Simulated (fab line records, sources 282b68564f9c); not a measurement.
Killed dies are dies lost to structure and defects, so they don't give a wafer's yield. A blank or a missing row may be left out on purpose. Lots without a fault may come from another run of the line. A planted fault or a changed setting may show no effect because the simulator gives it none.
One fault seen from 2 desks | flow rit_cmos | each desk has only its own numbers; what lay behind them comes last

THE METROLOGY DESK
What the gauges read, lot by lot, whatever tool the lot ran on: means of the sampled wafers that have a number. A lot is out of limits, marked OUT, if its mean lies more than 4 standard deviations from the usual mean; the brackets give that distance.
Columns: A = GATE_OVL at RIT_GATE_OVL_MEAS_17, usual 0.0 nm; B = PLDD_OVL at RIT_PLDD_OVL_MEAS_06, usual 0.1 nm; C = PSD_TW at RIT_PSD_TW_MEAS_10, usual 3406; D = PLDD_RS at RIT_SDANNEAL_RS_MEAS_06, usual 178.7 ohm/sq
lot  | first seen here | A    | B    | C    | D
L381 | day 2 20:24     | 1.4  | -1.5 | 3388 | 178.3
L382 | day 3 03:26     | -1.4 | -1.2 | 3426 | 178.3
L386 | day 3 21:11     | -0.7 | 0.3  | 3430 | 178.6
L388 | day 4 10:30     | 1.1  | 1.4  | 3376 | 178.6
L389 | day 4 17:49     | 0.6  | 1.2  | 3451 | 177.8
L390 | day 4 19:23     | -1.0 | -0.0 | 3369 | 179.8
L391 | day 5 00:53     | 0.9  | 0.5  | 3431 | 179.4
L392 | day 5 06:05     | -0.2 | 0.7  | 3365 | 179.0
L393 | day 5 07:42     | 2.4  | 2.0  | 3379 | 178.3
L397 | day 6 03:03     | -0.2 | -0.3 | 3434 | 185.0 (+12) OUT
L399 | day 6 15:47     | 0.2  | 0.3  | 3370 | 185.9 (+13) OUT
L400 | day 6 20:50     | -0.4 | 1.4  | 3418 | 179.3
L402 | day 7 08:51     | -0.3 | 2.2  | 3417 | 178.4
L403 | day 7 10:15     | 0.4  | -1.7 | 3423 | 178.2
This desk's finding: out of limits on L397, L399; first on L397, day 6 17:26 (PLDD_RS at RIT_SDANNEAL_RS_MEAS_06). In limits: L381, L382, L386, L388, L389, L390, L391, L392, L393, L400, L402, L403.

THE TOOL OWNER'S DESK: implanter-03
The tool's own readings at RIT_PLDD_IMPLANT_08: means of the sampled wafers that have a number, for each lot that ran on this tool. A lot is out of limits, marked OUT, if its mean lies more than 4 standard deviations from the usual mean; the brackets give that distance.
Columns: A = dose_ions_cm2 at RIT_PLDD_IMPLANT_08, usual 9e+14; B = end_station_pressure_torr at RIT_PLDD_IMPLANT_08, usual 7.2e-06 Torr
lot  | first seen here | A     | B
L381 | day 3 03:50     | 9e+14 | 7.1e-06
L390 | day 5 02:34     | 9e+14 | 7.4e-06
L392 | day 5 12:23     | 9e+14 | 7.2e-06
L393 | day 5 14:22     | 9e+14 | 7.5e-06
L397 | day 6 10:16     | 9e+14 | 7.6e-06
L399 | day 6 22:15     | 9e+14 | 7.3e-06
This desk's finding: nothing out of limits on any of the 6 lots.

PUT TOGETHER
The metrology desk could have raised an alarm at day 6 17:26, on L397, L399.
The tool owner's desk saw nothing out of limits.
The tool owner's desk has L397, L399 on record, within its limits.
Of the lots named, all ran RIT_PLDD_IMPLANT_08 on implanter-03.

WHAT THE SIMULATOR HAD PUT IN
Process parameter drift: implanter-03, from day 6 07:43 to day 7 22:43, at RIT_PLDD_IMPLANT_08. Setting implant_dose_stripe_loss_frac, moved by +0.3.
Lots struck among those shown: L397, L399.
Hours from the fault's start to each desk's first reading out of limits: the metrology desk, 10.
